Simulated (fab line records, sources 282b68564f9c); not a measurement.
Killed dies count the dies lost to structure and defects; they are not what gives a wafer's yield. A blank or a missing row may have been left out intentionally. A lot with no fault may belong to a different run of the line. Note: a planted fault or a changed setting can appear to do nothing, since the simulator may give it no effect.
The same fault as seen by 2 desks + flow ritCmos + every desk sees just its own numbers, and what lay behind them comes last

== DESK OF THE TOOL OWNER: implanter-01 ==
The tool's own readings at RIT_PWELL_IMPLANT_08, given as means over the sampled wafers that have a number, one for each lot that went through this tool. A lot is out of limits, marked OUT, if its mean lies more than 4 standard deviations from the usual mean; the brackets give that distance.
Columns: A = doseIonsCm2 at RIT_PWELL_IMPLANT_08, usual 7.002e+13; B = faradayCurrentUA at RIT_PWELL_IMPLANT_08, usual 223
| lot  | first seen here | A                           | B             |
|------|-----------------|-----------------------------|---------------|
| L921 | day 2 11:04     | 7.002e+13                   | 221           |
| L926 | day 3 15:43     | 7.006e+13                   | 222           |
| L928 | day 4 00:53     | 7.009e+13                   | 226           |
| L929 | day 4 06:50     | 6.998e+13                   | 225           |
| L930 | day 4 09:07     | 1.339e+14 (+99 or more) OUT | 433 (+44) OUT |
| L932 | day 4 20:57     | 1.339e+14 (+99 or more) OUT | 430 (+43) OUT |
Finding of this desk: L930, L932 out of limits; the first was L930 at day 4 09:07, on doseIonsCm2 at RIT_PWELL_IMPLANT_08. In limits: L921, L926, L928, L929.

== THE METROLOGY DESK ==
What the gauges read, lot by lot, whatever tool the lot ran on: means of the sampled wafers that have a number. A lot is out of limits, marked OUT, if its mean lies more than 4 standard deviations from the usual mean; the brackets give that distance.
Columns: A = cdNm at RIT_ACTIVE_CD_MEAS_90, usual 1400.6 nm; B = PWELL_TW at RIT_PWELL_TW_MEAS_10, usual 958; C = PWELL_RS at RIT_WELLDRIVE_RS_MEAS_02, usual 429.1 ohm/sq; D = NLDD_OVL at RIT_NLDD_OVL_MEAS_06, usual -0.7 nm
| lot  | first seen here | A      | B              | C                       | D    |
|------|-----------------|--------|----------------|-------------------------|------|
| L920 | day 1 20:35     | 1400.2 | 971            | 427.9                   | -0.3 |
| L921 | day 2 02:57     | 1402.7 | 948            | 429.4                   | -1.7 |
| L922 | day 2 06:14     | 1399.2 | 965            | 429.8                   | 1.7  |
| L923 | day 2 12:24     | 1403.7 | 962            | 428.2                   | -1.1 |
| L924 | day 2 16:17     | 1401.8 | 969            | 428.7                   | -0.2 |
| L925 | day 2 21:24     | 1400.4 | 951            | 428.7                   | -1.3 |
| L926 | day 3 02:18     | 1400.2 | 950            | 429.2                   | 2.0  |
| L927 | day 3 08:29     | 1399.5 | 948            | 428.1                   | -1.8 |
| L928 | day 3 17:38     | 1403.0 | 966            | 429.5                   | -0.2 |
| L929 | day 3 20:11     | 1400.7 | 949            | 431.1                   | -1.8 |
| L930 | day 3 22:04     | 1401.2 | 1191 (+27) OUT | 288.3 (-99 or more) OUT | -0.7 |
| L932 | day 4 09:46     | 1401.9 | 1190 (+26) OUT | 288.8 (-99 or more) OUT | -1.0 |
| L940 | day 6 01:42     | 1399.3 | 960            | 429.6                   | -1.4 |
| L941 | day 6 06:10     | 1397.8 | 948            | 427.6                   | 1.2  |
This desk's result: L930, L932 out of limits, first on L930 (PWELL_TW at RIT_PWELL_TW_MEAS_10), day 4 09:24. In limits: L920, L921, L922, L923, L924, L925, L926, L927, L928, L929, L940, L941.

== BROUGHT TOGETHER ==
At day 4 09:07, on L930, L932, the tool owner's desk was in a position to raise an alarm.
The metrology desk could have raised an alarm at day 4 09:24, on L930, L932.
Of the lots named, all ran RIT_PWELL_IMPLANT_08 on implanter-01.

== WHAT WAS PUT IN BY THE SIMULATOR ==
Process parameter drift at RIT_PWELL_IMPLANT_08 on implanter-01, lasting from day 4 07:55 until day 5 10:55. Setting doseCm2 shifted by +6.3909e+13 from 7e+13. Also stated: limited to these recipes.
Lots struck among those shown: L930, L932.
Delay (hours) between the fault's onset and each desk's first out-of-limits reading: 1 at the tool owner's desk, 1 at the metrology desk.
